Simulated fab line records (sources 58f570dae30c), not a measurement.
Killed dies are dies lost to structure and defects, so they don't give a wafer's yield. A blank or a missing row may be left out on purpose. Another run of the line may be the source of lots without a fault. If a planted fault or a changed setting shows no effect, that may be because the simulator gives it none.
Lot-split experiment / flow berkeleyCmos170 / 5 lots, 23 wafers read, on a route of 331 steps

== THE SPLIT ITSELF ==
At UCB170_GATE_EXPOSE_09 (exposes mask POLY, target cd 350 nm), the setting doseMj was moved away from the recipe's 21 on 6 of the 23 wafers read, by +3.5% to +4.4%. For the rest of the wafers, this setting stayed at what the recipe calls for.

== FROM THE SPLIT TO THE READING: what the file shows between them, 6 steps ==
- UCB170_GATE_PEB_10
- UCB170_GATE_DEVELOP_11: develop time 45 s
- UCB170_GATE_CD_MEAS_12: target cd 350 nm
- UCB170_GATE_ETCH_14: etches BARC in N2/H2
- UCB170_GATE_ETCH_15: etches poly-Si in HBr/Cl2, stops on SiO2, time 56.3 s, target depth 278.2 nm
- UCB170_GATE_STRIP_16: strips in O2

== THE READING ==
cdNm, in nm, at UCB170_GATE_CD_MEAS_90 (target cd 350 nm). Fault-free wafers of this fab line usually give 350.0 nm, standard deviation 1.3 nm.

wafer=L076.1; tool, chamber at the split=krfScanner-02, 0; doseMj as run=21.93; against the recipe=+4.4%; cdNm, nm=340.9; against lot-mates on the recipe=-8.2
wafer=L076.2; tool, chamber at the split=krfScanner-02, 0; doseMj as run=21; against the recipe=recipe; cdNm, nm=348.8; against lot-mates on the recipe=-
wafer=L076.3; tool, chamber at the split=krfScanner-02, 0; doseMj as run=21; against the recipe=recipe; cdNm, nm=348.3; against lot-mates on the recipe=-
wafer=L076.4; tool, chamber at the split=krfScanner-02, 0; doseMj as run=21.93; against the recipe=+4.4%; cdNm, nm=341.9; against lot-mates on the recipe=-7.2
wafer=L076.5; tool, chamber at the split=krfScanner-02, 0; doseMj as run=21; against the recipe=recipe; cdNm, nm=350.1; against lot-mates on the recipe=-
wafer=L080.2; tool, chamber at the split=krfScanner-01, 0; doseMj as run=21; against the recipe=recipe; cdNm, nm=351.5; against lot-mates on the recipe=-
wafer=L080.3; tool, chamber at the split=krfScanner-01, 0; doseMj as run=21; against the recipe=recipe; cdNm, nm=350.6; against lot-mates on the recipe=-
wafer=L080.4; tool, chamber at the split=krfScanner-01, 0; doseMj as run=21.73; against the recipe=+3.5%; cdNm, nm=343.4; against lot-mates on the recipe=-7.2
wafer=L080.5; tool, chamber at the split=krfScanner-01, 0; doseMj as run=21; against the recipe=recipe; cdNm, nm=349.6; against lot-mates on the recipe=-
wafer=L080.6; tool, chamber at the split=krfScanner-01, 0; doseMj as run=21.73; against the recipe=+3.5%; cdNm, nm=345.0; against lot-mates on the recipe=-5.6
wafer=L081.1; tool, chamber at the split=krfScanner-01, 0; doseMj as run=21; against the recipe=recipe; cdNm, nm=353.5; against lot-mates on the recipe=-
wafer=L081.2; tool, chamber at the split=krfScanner-01, 0; doseMj as run=21; against the recipe=recipe; cdNm, nm=351.7; against lot-mates on the recipe=-
wafer=L081.4; tool, chamber at the split=krfScanner-01, 0; doseMj as run=21; against the recipe=recipe; cdNm, nm=352.1; against lot-mates on the recipe=-
wafer=L081.5; tool, chamber at the split=krfScanner-01, 0; doseMj as run=21; against the recipe=recipe; cdNm, nm=352.1; against lot-mates on the recipe=-
wafer=L081.6; tool, chamber at the split=krfScanner-01, 0; doseMj as run=21; against the recipe=recipe; cdNm, nm=352.8; against lot-mates on the recipe=-
wafer=L082.1; tool, chamber at the split=krfScanner-02, 0; doseMj as run=21; against the recipe=recipe; cdNm, nm=351.5; against lot-mates on the recipe=-
wafer=L082.3; tool, chamber at the split=krfScanner-02, 0; doseMj as run=21; against the recipe=recipe; cdNm, nm=349.9; against lot-mates on the recipe=-
wafer=L082.4; tool, chamber at the split=krfScanner-02, 0; doseMj as run=21.77; against the recipe=+3.7%; cdNm, nm=345.5; against lot-mates on the recipe=-5.2
wafer=L082.5; tool, chamber at the split=krfScanner-02, 0; doseMj as run=21.77; against the recipe=+3.7%; cdNm, nm=344.1; against lot-mates on the recipe=-6.6
wafer=L082.6; tool, chamber at the split=krfScanner-02, 0; doseMj as run=21; against the recipe=recipe; cdNm, nm=350.6; against lot-mates on the recipe=-
wafer=L084.2; tool, chamber at the split=krfScanner-02, 0; doseMj as run=21; against the recipe=recipe; cdNm, nm=350.2; against lot-mates on the recipe=-
wafer=L084.4; tool, chamber at the split=krfScanner-02, 0; doseMj as run=21; against the recipe=recipe; cdNm, nm=350.1; against lot-mates on the recipe=-
wafer=L084.6; tool, chamber at the split=krfScanner-02, 0; doseMj as run=21; against the recipe=recipe; cdNm, nm=351.1; against lot-mates on the recipe=-

FIT RESULTS
A straight line over all 23 wafers: cdNm changes by -1.94 nm for each +1% of doseMj; r = -0.93; the points scatter about the line by 1.3 nm.
The same after taking each lot's own level away (the mean of its wafers on the recipe; 23 wafers): -1.72 nm for each +1%; r = -0.97; scatter 0.72 nm.
That fit puts the effect of the largest move of doseMj on the reading at 7.6 nm.
The span of the lots' own levels, 349.07 to 352.44 nm, comes to 2.6 times the standard deviation stated above.
So the slope is not independent of the lot-to-lot level: the two fits are not the same.
Check: for one of the wafers moved furthest among these (+4.4%), held out of the fit, the line's prediction against its lot-mates is -7.46 nm. It came out at -8.17 nm against them.

== ADDITIONAL SPLITS CARRIED BY THESE WAFERS ==
Other splits were also applied to these wafers ahead of the reading. Each is held against what the fit with the lots' levels taken away leaves over:
other split on the same wafers=UCB170_ZERO_COAT_01 resistThkNm; wafers away from the commonest value=5; r with cdNm (lot level and that fit taken away)=+0.38
other split on the same wafers=UCB170_ZERO_DEVELOP_05 devTempC; wafers away from the commonest value=8; r with cdNm (lot level and that fit taken away)=-0.11
other split on the same wafers=UCB170_NWELL_COAT_07 resistThkNm; wafers away from the commonest value=10; r with cdNm (lot level and that fit taken away)=+0.23
other split on the same wafers=UCB170_NWELL_DEVELOP_11 devTempC; wafers away from the commonest value=8; r with cdNm (lot level and that fit taken away)=+0.10
other split on the same wafers=UCB170_ACTIVE_COAT_08 spinRpm; wafers away from the commonest value=12; r with cdNm (lot level and that fit taken away)=+0.02
other split on the same wafers=UCB170_PFIELD_IMPLANT_07 energyKev; wafers away from the commonest value=8; r with cdNm (lot level and that fit taken away)=+0.05

== THE WHOLE CHAIN: every reading that the file lists as answering this split, in the file's order ==
step=UCB170_GATE_CD_MEAS_12; what it does=target cd 350 nm; reading=cdNm; change (the file's fit)=-1.86 nm for each +1% of the setting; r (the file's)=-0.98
step=UCB170_GATE_ETCH_15; what it does=etches poly-Si in HBr/Cl2, stops on SiO2, time 56.3 s, target depth 278.2 nm; reading=GATE.cdNm (the simulator's own value, which no gauge read); change (the file's fit)=-1.71 nm for each +1% of the setting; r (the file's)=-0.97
step=UCB170_GATE_CD_MEAS_90; what it does=target cd 350 nm; reading=cdNm; change (the file's fit)=-1.72 nm for each +1% of the setting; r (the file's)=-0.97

== THE FILE'S OWN FIT ==
cdNm changes by -1.72 nm for each +1% of doseMj, r = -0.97.
